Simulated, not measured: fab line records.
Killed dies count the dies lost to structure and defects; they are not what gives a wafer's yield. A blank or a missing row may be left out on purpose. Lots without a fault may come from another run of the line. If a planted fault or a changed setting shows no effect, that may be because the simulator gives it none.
What tool caused it? -- flow ritCmos -- Sampling: 13 lots, 39 wafers, 2 of 202 route steps

== WHAT THE GAUGES READ, wafer by wafer ==
RIT_SPACER_THK_MEAS_04. Usual: SPACER_NITRIDE_THK typically reads 248.8 nm, with standard deviation 2.2.
lot,measured,on,SPACER_NITRIDE_THK (nm),flag
L873,day 3 02:56,filmMetro-04,245.8 245.5 247.5,
L874,day 3 08:43,filmMetro-04,247.4 247.4 246.1,
L875,day 3 13:02,filmMetro-04,247.5 248.3 246.1,
L876,day 3 14:44,filmMetro-02,250.7 252.1 250.6,
L877,day 3 22:37,filmMetro-04,249.4 249.0 248.1,
L878,day 4 03:10,filmMetro-01,248.1 251.0 249.1,
L879,day 4 06:02,filmMetro-01,249.2 249.9 250.7,
L880,day 4 09:42,filmMetro-02,244.3 245.5 244.6,
L881,day 4 18:38,filmMetro-01,250.1 249.4 250.1,
L882,day 4 20:33,filmMetro-04,249.2 249.6 248.4,
L884,day 5 05:59,filmMetro-02,271.2 270.8 270.0,OFF
L885,day 5 15:21,filmMetro-02,246.0 248.1 246.0,
L896,day 7 18:26,filmMetro-02,247.9 248.6 248.9,

== WHICH TOOL RAN EACH LOT (tool, then ch and the chambers of the sampled wafers, then the start) ==
lot,RIT_SPACER_CVD_03
L873,"lpcvd-02 ch 1, day 3 01:02"
L874,"lpcvd-01 ch 1, day 3 06:48"
L875,"lpcvd-02 ch 0, day 3 11:07"
L876,"lpcvd-01 ch 1, day 3 12:49"
L877,"lpcvd-02 ch 1, day 3 20:41"
L878,"lpcvd-01 ch 1, day 4 01:15"
L879,"lpcvd-02 ch 0, day 4 04:05"
L880,"lpcvd-01 ch 0, day 4 07:46"
L881,"lpcvd-02 ch 0, day 4 16:42"
L882,"lpcvd-02 ch 1, day 4 18:37"
L884,"lpcvd-02 ch 0, day 5 04:02"
L885,"lpcvd-01 ch 1, day 5 13:25"
L896,"lpcvd-01 ch 0, day 7 16:31"
- RIT_SPACER_CVD_03: deposits Si3N4 from SiH2Cl2/NH3, target thk 250 nm, time 3300 s.

== AS READ BY THE TOOLS THEMSELVES (means over the sampled wafers that have a number; for cases with no such wafer, the mark the record gives instead) ==
The record holds no such reading with a usual standard deviation.

== THE ANSWER, worked out from the rows above alone ==
Rule: a lot counts as off when the mean over its wafers that have a number is more than 3 standard deviations away from the usual mean. A lot without any number at a reading at which 4 lots or more have one is off too. Any other lot the step has rows for is counted as sound. Order of review: gauges by route order, followed by the tools' own readings, for which a lot's mean as printed above is used. At the first step where some lot is off, the reading lying furthest off is the one used; lots without a number count as furthest.
Off: L884, at RIT_SPACER_THK_MEAS_04 (SPACER_NITRIDE_THK).
A tool fits if, at a process step before that reading, it ran every lot that is off, and no sound lot after the first of them. Those tools and the gauges at RIT_SPACER_THK_MEAS_04 are tried in the same way. One candidate fits, namely lpcvd-02 at RIT_SPACER_CVD_03. Its last sound lot is L882 (day 4 18:37), its first lot that is off L884 (day 5 04:02): a fault that began between those two fits.

== WHAT THE SIMULATOR HAD INSERTED ==
lpcvd-02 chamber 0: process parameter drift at RIT_SPACER_CVD_03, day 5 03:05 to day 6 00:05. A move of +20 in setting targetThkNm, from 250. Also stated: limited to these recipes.
Lots struck among those shown: L884. The rule given above showed the same thing.
